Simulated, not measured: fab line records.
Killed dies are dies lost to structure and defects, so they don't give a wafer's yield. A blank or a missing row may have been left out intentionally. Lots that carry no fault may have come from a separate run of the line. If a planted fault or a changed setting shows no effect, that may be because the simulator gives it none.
Split-lot experiment || flow rit-cmos || 23 wafers read across 5 lots, on a route 202 steps long

== SPLIT DETAILS ==
At RIT_PSD_IMPLANT_08, the setting energy-kev was moved away from the recipe's 27 on 11 of the 23 wafers read, by -5.6% to +2.3%. The other wafers ran this setting at the recipe's value.

== FROM THE SPLIT TO THE READING: what the file shows between them, 4 steps ==
- RIT_PSD_STRIP_09: strips in O2, time 180 s
- RIT_SDANNEAL_CLEAN_00: cleans in SC1, time 600 s
- RIT_SDANNEAL_CLEAN_02: cleans in SC2, time 600 s (also split here: time-s)
- RIT_SDANNEAL_RTA_03: time 5 s

== THE READING ==
PSD_RS, in ohm/sq, at RIT_SDANNEAL_RS_MEAS_04 (measures by four-point-probe). Typical for fault-free wafers on this fab line: 115.69 ohm/sq, with standard deviation 0.23 ohm/sq.

{"wafer": "L076.1", "tool, chamber at the split": "implanter-03, 0", "energy-kev as run": 27, "against the recipe": "recipe", "PSD_RS, ohm/sq": 115.51, "against lot-mates on the recipe": "-"}
{"wafer": "L076.2", "tool, chamber at the split": "implanter-03, 0", "energy-kev as run": 27.61, "against the recipe": "+2.3%", "PSD_RS, ohm/sq": 114.51, "against lot-mates on the recipe": -1.03}
{"wafer": "L076.3", "tool, chamber at the split": "implanter-03, 0", "energy-kev as run": 27, "against the recipe": "recipe", "PSD_RS, ohm/sq": 115.57, "against lot-mates on the recipe": "-"}
{"wafer": "L076.5", "tool, chamber at the split": "implanter-03, 0", "energy-kev as run": 27.61, "against the recipe": "+2.3%", "PSD_RS, ohm/sq": 114.03, "against lot-mates on the recipe": -1.51}
{"wafer": "L076.6", "tool, chamber at the split": "implanter-03, 0", "energy-kev as run": 27.61, "against the recipe": "+2.3%", "PSD_RS, ohm/sq": 114.57, "against lot-mates on the recipe": -0.97}
{"wafer": "L078.1", "tool, chamber at the split": "implanter-04, 0", "energy-kev as run": 27, "against the recipe": "recipe", "PSD_RS, ohm/sq": 115.34, "against lot-mates on the recipe": "-"}
{"wafer": "L078.2", "tool, chamber at the split": "implanter-04, 0", "energy-kev as run": 26.47, "against the recipe": "-2.0%", "PSD_RS, ohm/sq": 116.85, "against lot-mates on the recipe": "+1.44"}
{"wafer": "L078.4", "tool, chamber at the split": "implanter-04, 0", "energy-kev as run": 27, "against the recipe": "recipe", "PSD_RS, ohm/sq": 115.49, "against lot-mates on the recipe": "-"}
{"wafer": "L078.5", "tool, chamber at the split": "implanter-04, 0", "energy-kev as run": 26.47, "against the recipe": "-2.0%", "PSD_RS, ohm/sq": 116.52, "against lot-mates on the recipe": "+1.11"}
{"wafer": "L078.6", "tool, chamber at the split": "implanter-04, 0", "energy-kev as run": 26.47, "against the recipe": "-2.0%", "PSD_RS, ohm/sq": 116.81, "against lot-mates on the recipe": "+1.40"}
{"wafer": "L080.3", "tool, chamber at the split": "implanter-01, 0", "energy-kev as run": 27, "against the recipe": "recipe", "PSD_RS, ohm/sq": 115.77, "against lot-mates on the recipe": "-"}
{"wafer": "L080.5", "tool, chamber at the split": "implanter-01, 0", "energy-kev as run": 27, "against the recipe": "recipe", "PSD_RS, ohm/sq": 116.04, "against lot-mates on the recipe": "-"}
{"wafer": "L080.6", "tool, chamber at the split": "implanter-01, 0", "energy-kev as run": 27, "against the recipe": "recipe", "PSD_RS, ohm/sq": 115.90, "against lot-mates on the recipe": "-"}
{"wafer": "L081.1", "tool, chamber at the split": "implanter-03, 0", "energy-kev as run": 27, "against the recipe": "recipe", "PSD_RS, ohm/sq": 115.87, "against lot-mates on the recipe": "-"}
{"wafer": "L081.2", "tool, chamber at the split": "implanter-03, 0", "energy-kev as run": 25.49, "against the recipe": "-5.6%", "PSD_RS, ohm/sq": 119.37, "against lot-mates on the recipe": "+3.48"}
{"wafer": "L081.4", "tool, chamber at the split": "implanter-03, 0", "energy-kev as run": 27, "against the recipe": "recipe", "PSD_RS, ohm/sq": 115.95, "against lot-mates on the recipe": "-"}
{"wafer": "L081.5", "tool, chamber at the split": "implanter-03, 0", "energy-kev as run": 25.49, "against the recipe": "-5.6%", "PSD_RS, ohm/sq": 119.45, "against lot-mates on the recipe": "+3.56"}
{"wafer": "L081.6", "tool, chamber at the split": "implanter-03, 0", "energy-kev as run": 27, "against the recipe": "recipe", "PSD_RS, ohm/sq": 115.84, "against lot-mates on the recipe": "-"}
{"wafer": "L082.2", "tool, chamber at the split": "implanter-01, 0", "energy-kev as run": 25.71, "against the recipe": "-4.8%", "PSD_RS, ohm/sq": 118.32, "against lot-mates on the recipe": "+2.62"}
{"wafer": "L082.3", "tool, chamber at the split": "implanter-01, 0", "energy-kev as run": 27, "against the recipe": "recipe", "PSD_RS, ohm/sq": 115.71, "against lot-mates on the recipe": "-"}
{"wafer": "L082.4", "tool, chamber at the split": "implanter-01, 0", "energy-kev as run": 25.71, "against the recipe": "-4.8%", "PSD_RS, ohm/sq": 118.45, "against lot-mates on the recipe": "+2.76"}
{"wafer": "L082.5", "tool, chamber at the split": "implanter-01, 0", "energy-kev as run": 27, "against the recipe": "recipe", "PSD_RS, ohm/sq": 115.68, "against lot-mates on the recipe": "-"}
{"wafer": "L082.6", "tool, chamber at the split": "implanter-01, 0", "energy-kev as run": 25.71, "against the recipe": "-4.8%", "PSD_RS, ohm/sq": 118.47, "against lot-mates on the recipe": "+2.78"}

FIT RESULTS
A straight line over all 23 wafers: PSD_RS changes by -0.604 ohm/sq for each +1% of energy-kev; r = -0.99; the points scatter about the line by 0.23 ohm/sq.
The same after taking each lot's own level away (the mean of its wafers on the recipe; 23 wafers): -0.588 ohm/sq for each +1%; r = -0.99; scatter 0.16 ohm/sq.
The reading moves by 3.3 ohm/sq for the largest change in energy-kev, on that fit.
From 115.415 to 115.903 ohm/sq: that is the span of the lots' own levels, equal to 2.1 times the standard deviation above.
So the lot-to-lot level changes the slope little: the two slopes agree.
Check: +3.3 ohm/sq against its lot-mates is what the line predicts for one of the wafers moved furthest among these (-5.6%) when that wafer is left out of the fit. Against them it came out at +3.48 ohm/sq.

== OTHER SPLITS APPLIED TO THESE WAFERS ==
Note: prior to the reading, these wafers also went through further splits. Each is held against what the fit with the lots' levels taken away leaves over:
{"other split on the same wafers": "RIT_PLDD_IMPLANT_08 dose-cm2", "wafers away from the commonest value": 6, "r with PSD_RS (lot level and that fit taken away)": "+0.35"}
{"other split on the same wafers": "RIT_SPACER_CVD_03 nh3-flow-sccm", "wafers away from the commonest value": 15, "r with PSD_RS (lot level and that fit taken away)": -0.36}
{"other split on the same wafers": "RIT_SDANNEAL_CLEAN_02 time-s", "wafers away from the commonest value": 15, "r with PSD_RS (lot level and that fit taken away)": "+0.25"}

== THE WHOLE CHAIN: every reading that the file lists as answering this split, in the file's order ==
{"step": "RIT_PSD_IMPLANT_08", "what it does": "", "reading": "implant.rp-nm (the simulator's own value, which no gauge read)", "change (the file's fit)": "+0.174 nm for each +1% of the setting", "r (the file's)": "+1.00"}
{"step": "RIT_PSD_IMPLANT_08", "what it does": "", "reading": "implant.drp-nm (the simulator's own value, which no gauge read)", "change (the file's fit)": "+0.0854 nm for each +1% of the setting", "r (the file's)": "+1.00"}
{"step": "RIT_SDANNEAL_RS_MEAS_04", "what it does": "measures by four-point-probe", "reading": "PSD_RS", "change (the file's fit)": "-0.601 for each +1% of the setting", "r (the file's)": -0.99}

== FILE'S OWN FIT ==
PSD_RS changes by -0.601 ohm/sq for each +1% of energy-kev, r = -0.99.
